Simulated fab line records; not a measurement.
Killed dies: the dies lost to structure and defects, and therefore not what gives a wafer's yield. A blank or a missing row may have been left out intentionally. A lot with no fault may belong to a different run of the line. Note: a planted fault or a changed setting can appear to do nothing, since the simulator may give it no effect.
fab line records :: flow berkeley-cmos170
record:
  lots: 14
  wafers: 42
  last-day: 12
route steps=331 shown M3@314
lots that met no fault: from a run of the same line without faults
start-h: hours from the record's first day to the start of the lot's first wafer shown :: wait-h: hours from the lot's prior step to this one :: " repeats the value in the row above :: L1.1+2: several wafers, shown together as one row :: - no value, or no start given :: * or withheld: withheld :: < > ~ a bound
route shown NAME@n: a module of which the file shows steps, and the number in the route of the first :: usual: the fault-free wafers' mean and standard deviation :: same: alike in all rows :: chamber/n: place in a boat :: sites: readings site by site :: _std_site: the standard deviation of these :: _edge_site: outer sites' mean less inner sites' :: radius-mm: how far each site lies from the wafer's centre :: mask NAME#n: copy n :: behind: tool/chamber where the wafer was last shaped :: hold: reason for holding the lot/hours on hold/outcome of the hold :: device: whichever transistor did not switch (one of n, p or np) :: end of line: tests of these same wafers at the route's end :: where a step has no rows: the recipe by itself :: killed: at the first sort, the dies lost to defects and structure; wafer yield is something else :: map: per-die view of a wafer (x killed, . not killed, _ where there is no die)
set.NAME: the setting as run; set.NAME@STEP: as run at that earlier step :: model.NAME: the simulator's own value behind a step, which no gauge read
a sample of lots followed through the steps of the route, with each step as a table and each wafer as a row
services: a tool's chamber out of use, with start hour (start-h, from the record's first day; less than 0 if before it), hours out, and reason
== steps ==
step: UCB170_M3_COAT_05
recipe:
  resist: KrF
  spin-rpm: 1500
  resist-thk-nm: 900
usual:
  chill-plate-temp-C: 23.01/0.095
  resist-line-temp-C: 23.00/0.12
  spin-speed-rpm: 1500.0/1.1
lot.wafer: L233.1
tool: litho-track-04
chamber: 0
start-h: 193.36
wait-h: 0.1
chill-plate-temp-C: 23.04
resist-line-temp-C: 22.82
spin-speed-rpm: 1501.7

lot.wafer: L233.4
tool: litho-track-04
chamber: 0
start-h: 193.36
wait-h: 0.1
chill-plate-temp-C: 23.00
resist-line-temp-C: 22.93
spin-speed-rpm: 1500.7

lot.wafer: L233.6
tool: litho-track-04
chamber: 0
start-h: 193.36
wait-h: 0.1
chill-plate-temp-C: 22.96
resist-line-temp-C: 22.99
spin-speed-rpm: 1499.3

lot.wafer: L234.2
tool: litho-track-04
chamber: 0
start-h: 205.50
wait-h: 0.1
chill-plate-temp-C: 23.01
resist-line-temp-C: 23.16
spin-speed-rpm: 1499.8

lot.wafer: L234.4
tool: litho-track-04
chamber: 0
start-h: 205.50
wait-h: 0.1
chill-plate-temp-C: 23.09
resist-line-temp-C: 23.07
spin-speed-rpm: 1500.6

lot.wafer: L234.5
tool: litho-track-04
chamber: 0
start-h: 205.50
wait-h: 0.1
chill-plate-temp-C: 23.07
resist-line-temp-C: 23.15
spin-speed-rpm: 1498.5

lot.wafer: L235.1
tool: litho-track-04
chamber: 0
start-h: 207.67
wait-h: 0.1
chill-plate-temp-C: 23.03
resist-line-temp-C: 22.97
spin-speed-rpm: 1500.0

lot.wafer: L235.5
tool: litho-track-04
chamber: 0
start-h: 207.67
wait-h: 0.1
chill-plate-temp-C: 23.03
resist-line-temp-C: 23.11
spin-speed-rpm: 1499.0

lot.wafer: L235.6
tool: litho-track-04
chamber: 0
start-h: 207.67
wait-h: 0.1
chill-plate-temp-C: 23.03
resist-line-temp-C: 23.09
spin-speed-rpm: 1497.6

lot.wafer: L237.1
tool: litho-track-01
chamber: 0
start-h: 220.44
wait-h: 0.1
chill-plate-temp-C: 22.78
resist-line-temp-C: 23.02
spin-speed-rpm: 1501.2

lot.wafer: L237.4
tool: litho-track-01
chamber: 0
start-h: 220.44
wait-h: 0.1
chill-plate-temp-C: 22.86
resist-line-temp-C: 22.99
spin-speed-rpm: 1500.8

lot.wafer: L237.6
tool: litho-track-01
chamber: 0
start-h: 220.44
wait-h: 0.1
chill-plate-temp-C: 22.90
resist-line-temp-C: 23.09
spin-speed-rpm: 1502.0

lot.wafer: L241.1
tool: litho-track-01
chamber: 0
start-h: 230.48
wait-h: 0.1
chill-plate-temp-C: 22.85
resist-line-temp-C: 23.06
spin-speed-rpm: 1500.8

lot.wafer: L241.4
tool: litho-track-01
chamber: 0
start-h: 230.48
wait-h: 0.1
chill-plate-temp-C: 23.12
resist-line-temp-C: 23.15
spin-speed-rpm: 1497.6

lot.wafer: L241.6
tool: litho-track-01
chamber: 0
start-h: 230.48
wait-h: 0.1
chill-plate-temp-C: 23.02
resist-line-temp-C: 23.20
spin-speed-rpm: 1500.1

lot.wafer: L242.1
tool: litho-track-01
chamber: 0
start-h: 247.20
wait-h: 0.1
chill-plate-temp-C: 23.03
resist-line-temp-C: 22.98
spin-speed-rpm: 1500.7

lot.wafer: L242.5
tool: litho-track-01
chamber: 0
start-h: 247.20
wait-h: 0.1
chill-plate-temp-C: 22.92
resist-line-temp-C: 23.13
spin-speed-rpm: 1499.1

lot.wafer: L242.6
tool: litho-track-01
chamber: 0
start-h: 247.20
wait-h: 0.1
chill-plate-temp-C: 23.14
resist-line-temp-C: 23.15
spin-speed-rpm: 1500.6

lot.wafer: L243.3
tool: litho-track-01
chamber: 0
start-h: 248.52
wait-h: 0.1
chill-plate-temp-C: 22.96
resist-line-temp-C: 23.19
spin-speed-rpm: 1584.6

lot.wafer: L243.4
tool: litho-track-01
chamber: 0
start-h: 248.52
wait-h: 0.1
chill-plate-temp-C: 23.01
resist-line-temp-C: 22.99
spin-speed-rpm: 1583.2

lot.wafer: L243.5
tool: litho-track-01
chamber: 0
start-h: 248.52
wait-h: 0.1
chill-plate-temp-C: 22.94
resist-line-temp-C: 23.03
spin-speed-rpm: 1582.4

lot.wafer: L244.1
tool: litho-track-04
chamber: 0
start-h: 249.81
wait-h: 0.1
chill-plate-temp-C: 23.02
resist-line-temp-C: 22.98
spin-speed-rpm: 1499.0

lot.wafer: L244.2
tool: litho-track-04
chamber: 0
start-h: 249.81
wait-h: 0.1
chill-plate-temp-C: 23.00
resist-line-temp-C: 22.92
spin-speed-rpm: 1499.5

lot.wafer: L244.5
tool: litho-track-04
chamber: 0
start-h: 249.81
wait-h: 0.1
chill-plate-temp-C: 23.15
resist-line-temp-C: 22.90
spin-speed-rpm: 1499.5

lot.wafer: L245.1
tool: litho-track-02
chamber: 0
start-h: 265.33
wait-h: 0.1
chill-plate-temp-C: 22.97
resist-line-temp-C: 22.98
spin-speed-rpm: 1500.6

lot.wafer: L245.5
tool: litho-track-02
chamber: 0
start-h: 265.33
wait-h: 0.1
chill-plate-temp-C: 23.08
resist-line-temp-C: 23.05
spin-speed-rpm: 1498.9

lot.wafer: L245.6
tool: litho-track-02
chamber: 0
start-h: 265.33
wait-h: 0.1
chill-plate-temp-C: 22.94
resist-line-temp-C: 23.02
spin-speed-rpm: 1500.5

lot.wafer: L247.1
tool: litho-track-01
chamber: 0
start-h: 265.89
wait-h: 0.1
chill-plate-temp-C: 22.95
resist-line-temp-C: 23.06
spin-speed-rpm: 1581.9

lot.wafer: L247.2
tool: litho-track-01
chamber: 0
start-h: 265.89
wait-h: 0.1
chill-plate-temp-C: 23.05
resist-line-temp-C: 22.84
spin-speed-rpm: 1581.3

lot.wafer: L247.6
tool: litho-track-01
chamber: 0
start-h: 265.89
wait-h: 0.1
chill-plate-temp-C: 22.92
resist-line-temp-C: 23.07
spin-speed-rpm: 1583.0

lot.wafer: L248.3
tool: litho-track-04
chamber: 0
start-h: 277.54
wait-h: 0.1
chill-plate-temp-C: 23.13
resist-line-temp-C: 22.95
spin-speed-rpm: 1499.7

lot.wafer: L248.4
tool: litho-track-04
chamber: 0
start-h: 277.54
wait-h: 0.1
chill-plate-temp-C: 23.05
resist-line-temp-C: 23.16
spin-speed-rpm: 1500.5

lot.wafer: L248.6
tool: litho-track-04
chamber: 0
start-h: 277.54
wait-h: 0.1
chill-plate-temp-C: 23.19
resist-line-temp-C: 22.97
spin-speed-rpm: 1498.2

lot.wafer: L253.1
tool: litho-track-04
chamber: 0
start-h: 290.85
wait-h: 0.1
chill-plate-temp-C: 22.83
resist-line-temp-C: 23.09
spin-speed-rpm: 1500.2

lot.wafer: L253.4
tool: litho-track-04
chamber: 0
start-h: 290.85
wait-h: 0.1
chill-plate-temp-C: 22.90
resist-line-temp-C: 23.11
spin-speed-rpm: 1499.3

lot.wafer: L253.5
tool: litho-track-04
chamber: 0
start-h: 290.85
wait-h: 0.1
chill-plate-temp-C: 22.89
resist-line-temp-C: 23.11
spin-speed-rpm: 1500.9

lot.wafer: L252.2
tool: litho-track-02
chamber: 0
start-h: 293.79
wait-h: 0.1
chill-plate-temp-C: 23.17
resist-line-temp-C: 23.31
spin-speed-rpm: 1500.1

lot.wafer: L252.4
tool: litho-track-02
chamber: 0
start-h: 293.79
wait-h: 0.1
chill-plate-temp-C: 23.11
resist-line-temp-C: 23.09
spin-speed-rpm: 1498.7

lot.wafer: L252.6
tool: litho-track-02
chamber: 0
start-h: 293.79
wait-h: 0.1
chill-plate-temp-C: 23.18
resist-line-temp-C: 23.02
spin-speed-rpm: 1501.0

lot.wafer: L254.2
tool: litho-track-04
chamber: 0
start-h: 294.40
wait-h: 0.1
chill-plate-temp-C: 23.04
resist-line-temp-C: 23.02
spin-speed-rpm: 1499.4

lot.wafer: L254.5
tool: litho-track-04
chamber: 0
start-h: 294.40
wait-h: 0.1
chill-plate-temp-C: 22.98
resist-line-temp-C: 23.05
spin-speed-rpm: 1500.7

lot.wafer: L254.6
tool: litho-track-04
chamber: 0
start-h: 294.40
wait-h: 0.1
chill-plate-temp-C: 22.98
resist-line-temp-C: 22.94
spin-speed-rpm: 1500.2
step: UCB170_M3_STRIP_07
recipe:
  chemistry: O2
  power-w: 400
  pressure-mtorr: 3500
  platen-temp-c: withheld
  o2-flow-sccm: 400
  overash-fraction: 0.5
usual:
  drypump-motor-current-A: 6.0/0.39
  oes-product-au: 0.734/0.0048
  strip-time-to-endpoint-s: 21.99/0.068
lot.wafer: L233.1
tool: plasma-asher-04
chamber: 0
start-h: 193.66
wait-h: 0.1
drypump-motor-current-A: 5.8
oes-product-au: 0.735
rf-hours-counter-h: 51
strip-time-to-endpoint-s: 21.97

lot.wafer: L233.4
tool: plasma-asher-04
chamber: 0
start-h: 193.66
wait-h: 0.1
drypump-motor-current-A: 5.8
oes-product-au: 0.734
rf-hours-counter-h: -
strip-time-to-endpoint-s: 21.95

lot.wafer: L233.6
tool: plasma-asher-04
chamber: 0
start-h: 193.66
wait-h: 0.1
drypump-motor-current-A: 5.8
oes-product-au: 0.738
rf-hours-counter-h: -
strip-time-to-endpoint-s: 22.00

lot.wafer: L234.2
tool: plasma-asher-01
chamber: 1
start-h: 205.78
wait-h: 0.1
drypump-motor-current-A: 5.7
oes-product-au: 0.736
rf-hours-counter-h: 10
strip-time-to-endpoint-s: 22.04

lot.wafer: L234.4
tool: plasma-asher-01
chamber: 1
start-h: 205.78
wait-h: 0.1
drypump-motor-current-A: 5.6
oes-product-au: 0.735
rf-hours-counter-h: -
strip-time-to-endpoint-s: 22.02

lot.wafer: L234.5
tool: plasma-asher-01
chamber: 1
start-h: 205.78
wait-h: 0.1
drypump-motor-current-A: 5.6
oes-product-au: 0.740
rf-hours-counter-h: -
strip-time-to-endpoint-s: 22.04

lot.wafer: L235.1
tool: plasma-asher-03
chamber: 0
start-h: 208.00
wait-h: 0.1
drypump-motor-current-A: 5.9
oes-product-au: 0.740
rf-hours-counter-h: 40
strip-time-to-endpoint-s: 21.91

lot.wafer: L235.5
tool: plasma-asher-03
chamber: 0
start-h: 208.00
wait-h: 0.1
drypump-motor-current-A: 5.9
oes-product-au: 0.736
rf-hours-counter-h: -
strip-time-to-endpoint-s: 21.90

lot.wafer: L235.6
tool: plasma-asher-03
chamber: 1
start-h: 208.00
wait-h: 0.1
drypump-motor-current-A: 6.7
oes-product-au: 0.733
rf-hours-counter-h: -
strip-time-to-endpoint-s: 21.96

lot.wafer: L237.1
tool: plasma-asher-03
chamber: 1
start-h: 220.74
wait-h: 0.1
drypump-motor-current-A: 6.7
oes-product-au: 0.739
rf-hours-counter-h: 41
strip-time-to-endpoint-s: 21.98

lot.wafer: L237.4
tool: plasma-asher-03
chamber: 1
start-h: 220.74
wait-h: 0.1
drypump-motor-current-A: 6.7
oes-product-au: 0.739
rf-hours-counter-h: -
strip-time-to-endpoint-s: 21.98

lot.wafer: L237.6
tool: plasma-asher-03
chamber: 0
start-h: 220.74
wait-h: 0.1
drypump-motor-current-A: 5.8
oes-product-au: 0.739
rf-hours-counter-h: -
strip-time-to-endpoint-s: 21.96

lot.wafer: L241.1
tool: plasma-asher-03
chamber: 0
start-h: 230.78
wait-h: 0.1
drypump-motor-current-A: 5.9
oes-product-au: 0.738
rf-hours-counter-h: 43
strip-time-to-endpoint-s: 21.95

lot.wafer: L241.4
tool: plasma-asher-03
chamber: 0
start-h: 230.78
wait-h: 0.1
drypump-motor-current-A: 5.9
oes-product-au: 0.731
rf-hours-counter-h: -
strip-time-to-endpoint-s: 21.89

lot.wafer: L241.6
tool: plasma-asher-03
chamber: 1
start-h: 230.78
wait-h: 0.1
drypump-motor-current-A: 6.7
oes-product-au: 0.738
rf-hours-counter-h: -
strip-time-to-endpoint-s: 21.89

lot.wafer: L242.1
tool: plasma-asher-04
chamber: 0
start-h: 247.50
wait-h: 0.1
drypump-motor-current-A: 5.8
oes-product-au: 0.736
rf-hours-counter-h: 58
strip-time-to-endpoint-s: 22.03

lot.wafer: L242.5
tool: plasma-asher-04
chamber: 0
start-h: 247.50
wait-h: 0.1
drypump-motor-current-A: 5.8
oes-product-au: 0.729
rf-hours-counter-h: -
strip-time-to-endpoint-s: 22.02

lot.wafer: L242.6
tool: plasma-asher-04
chamber: 1
start-h: 247.50
wait-h: 0.1
drypump-motor-current-A: 5.7
oes-product-au: 0.732
rf-hours-counter-h: -
strip-time-to-endpoint-s: 22.07

lot.wafer: L243.3
tool: plasma-asher-03
chamber: 0
start-h: 248.81
wait-h: 0.1
drypump-motor-current-A: 5.9
oes-product-au: 0.730
rf-hours-counter-h: -
strip-time-to-endpoint-s: 21.49

lot.wafer: L243.4
tool: plasma-asher-03
chamber: 1
start-h: 248.81
wait-h: 0.1
drypump-motor-current-A: 6.8
oes-product-au: 0.734
rf-hours-counter-h: -
strip-time-to-endpoint-s: 21.47

lot.wafer: L243.5
tool: plasma-asher-03
chamber: 0
start-h: 248.81
wait-h: 0.1
drypump-motor-current-A: 5.9
oes-product-au: 0.731
rf-hours-counter-h: -
strip-time-to-endpoint-s: 21.46

lot.wafer: L244.1
tool: plasma-asher-01
chamber: 0
start-h: 250.11
wait-h: 0.1
drypump-motor-current-A: 6.2
oes-product-au: 0.734
rf-hours-counter-h: 14
strip-time-to-endpoint-s: 21.99

lot.wafer: L244.2
tool: plasma-asher-01
chamber: 1
start-h: 250.11
wait-h: 0.1
drypump-motor-current-A: 5.6
oes-product-au: 0.732
rf-hours-counter-h: 14
strip-time-to-endpoint-s: 21.95

lot.wafer: L244.5
tool: plasma-asher-01
chamber: 0
start-h: 250.11
wait-h: 0.1
drypump-motor-current-A: 6.2
oes-product-au: 0.730
rf-hours-counter-h: -
strip-time-to-endpoint-s: 21.96

lot.wafer: L245.1
tool: plasma-asher-01
chamber: 0
start-h: 265.63
wait-h: 0.1
drypump-motor-current-A: 6.2
oes-product-au: 0.734
rf-hours-counter-h: 16
strip-time-to-endpoint-s: 22.03

lot.wafer: L245.5
tool: plasma-asher-01
chamber: 0
start-h: 265.63
wait-h: 0.1
drypump-motor-current-A: 6.2
oes-product-au: 0.728
rf-hours-counter-h: -
strip-time-to-endpoint-s: 22.00

lot.wafer: L245.6
tool: plasma-asher-01
chamber: 1
start-h: 265.63
wait-h: 0.1
drypump-motor-current-A: 5.6
oes-product-au: 0.737
rf-hours-counter-h: -
strip-time-to-endpoint-s: 22.01

lot.wafer: L247.1
tool: plasma-asher-04
chamber: 0
start-h: 266.19
wait-h: 0.1
drypump-motor-current-A: 5.8
oes-product-au: 0.733
rf-hours-counter-h: 60
strip-time-to-endpoint-s: 21.37

lot.wafer: L247.2
tool: plasma-asher-04
chamber: 1
start-h: 266.19
wait-h: 0.1
drypump-motor-current-A: 5.7
oes-product-au: 0.737
rf-hours-counter-h: 60
strip-time-to-endpoint-s: 21.39

lot.wafer: L247.6
tool: plasma-asher-04
chamber: 0
start-h: 266.19
wait-h: 0.1
drypump-motor-current-A: 5.8
oes-product-au: 0.736
rf-hours-counter-h: -
strip-time-to-endpoint-s: 21.38

lot.wafer: L248.3
tool: plasma-asher-01
chamber: 1
start-h: 277.82
wait-h: 0.1
drypump-motor-current-A: 5.6
oes-product-au: 0.741
rf-hours-counter-h: -
strip-time-to-endpoint-s: 22.13

lot.wafer: L248.4
tool: plasma-asher-01
chamber: 0
start-h: 277.82
wait-h: 0.1
drypump-motor-current-A: 6.2
oes-product-au: 0.736
rf-hours-counter-h: -
strip-time-to-endpoint-s: 22.09

lot.wafer: L248.6
tool: plasma-asher-01
chamber: 1
start-h: 277.82
wait-h: 0.1
drypump-motor-current-A: 5.6
oes-product-au: 0.736
rf-hours-counter-h: -
strip-time-to-endpoint-s: 22.10

lot.wafer: L253.1
tool: plasma-asher-03
chamber: 1
start-h: 291.15
wait-h: 0.1
drypump-motor-current-A: 6.8
oes-product-au: 0.735
rf-hours-counter-h: 49
strip-time-to-endpoint-s: 22.09

lot.wafer: L253.4
tool: plasma-asher-03
chamber: 1
start-h: 291.15
wait-h: 0.1
drypump-motor-current-A: 6.8
oes-product-au: 0.734
rf-hours-counter-h: -
strip-time-to-endpoint-s: 22.07

lot.wafer: L253.5
tool: plasma-asher-03
chamber: 0
start-h: 291.15
wait-h: 0.1
drypump-motor-current-A: 5.9
oes-product-au: 0.737
rf-hours-counter-h: -
strip-time-to-endpoint-s: 22.00

lot.wafer: L252.2
tool: plasma-asher-01
chamber: 0
start-h: 294.08
wait-h: 0.1
drypump-motor-current-A: 6.2
oes-product-au: 0.730
rf-hours-counter-h: 19
strip-time-to-endpoint-s: 22.05

lot.wafer: L252.4
tool: plasma-asher-01
chamber: 1
start-h: 294.08
wait-h: 0.1
drypump-motor-current-A: 5.7
oes-product-au: 0.724
rf-hours-counter-h: -
strip-time-to-endpoint-s: 22.05

lot.wafer: L252.6
tool: plasma-asher-01
chamber: 1
start-h: 294.08
wait-h: 0.1
drypump-motor-current-A: 5.6
oes-product-au: 0.724
rf-hours-counter-h: -
strip-time-to-endpoint-s: 22.07

lot.wafer: L254.2
tool: plasma-asher-03
chamber: 1
start-h: 294.67
wait-h: 0.1
drypump-motor-current-A: 6.8
oes-product-au: 0.735
rf-hours-counter-h: 50
strip-time-to-endpoint-s: 22.14

lot.wafer: L254.5
tool: plasma-asher-03
chamber: 0
start-h: 294.67
wait-h: 0.1
drypump-motor-current-A: 5.9
oes-product-au: 0.733
rf-hours-counter-h: -
strip-time-to-endpoint-s: 22.03

lot.wafer: L254.6
tool: plasma-asher-03
chamber: 1
start-h: 294.67
wait-h: 0.1
drypump-motor-current-A: 6.8
oes-product-au: 0.732
rf-hours-counter-h: -
strip-time-to-endpoint-s: 22.09
== services ==
tool: plasma-asher-03
chamber: -
start-h: 200.49
hours: 3.8
kind: repair

tool: plasma-asher-01
chamber: -
start-h: 206.34
hours: 3.1
kind: repair
== key ==
first-sign:
  step: UCB170_M3_COAT_05
  reading: spin-speed-rpm
  direction: up
  sigmas: 79
  usual: 1500.0
  struck: 1582.7
effect:
  step: UCB170_M3_STRIP_07
  reading: strip-time-to-endpoint-s
  direction: down
  sigmas: 8.3
  usual: *
  struck: *
met-at UCB170_M3_COAT_05
struck-lots L243,L247
onset-between 247.20 248.52
fault:
  kind: process-parameter-drift
  tool: litho-track-01
  chamber: -
  onset-h: 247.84
  steps: UCB170_M3_COAT_05
  channel: spin-rpm
  offset: 83.343
  shape: step
  end-h: 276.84
  acts-in: these-recipes-only
  stated: 1500
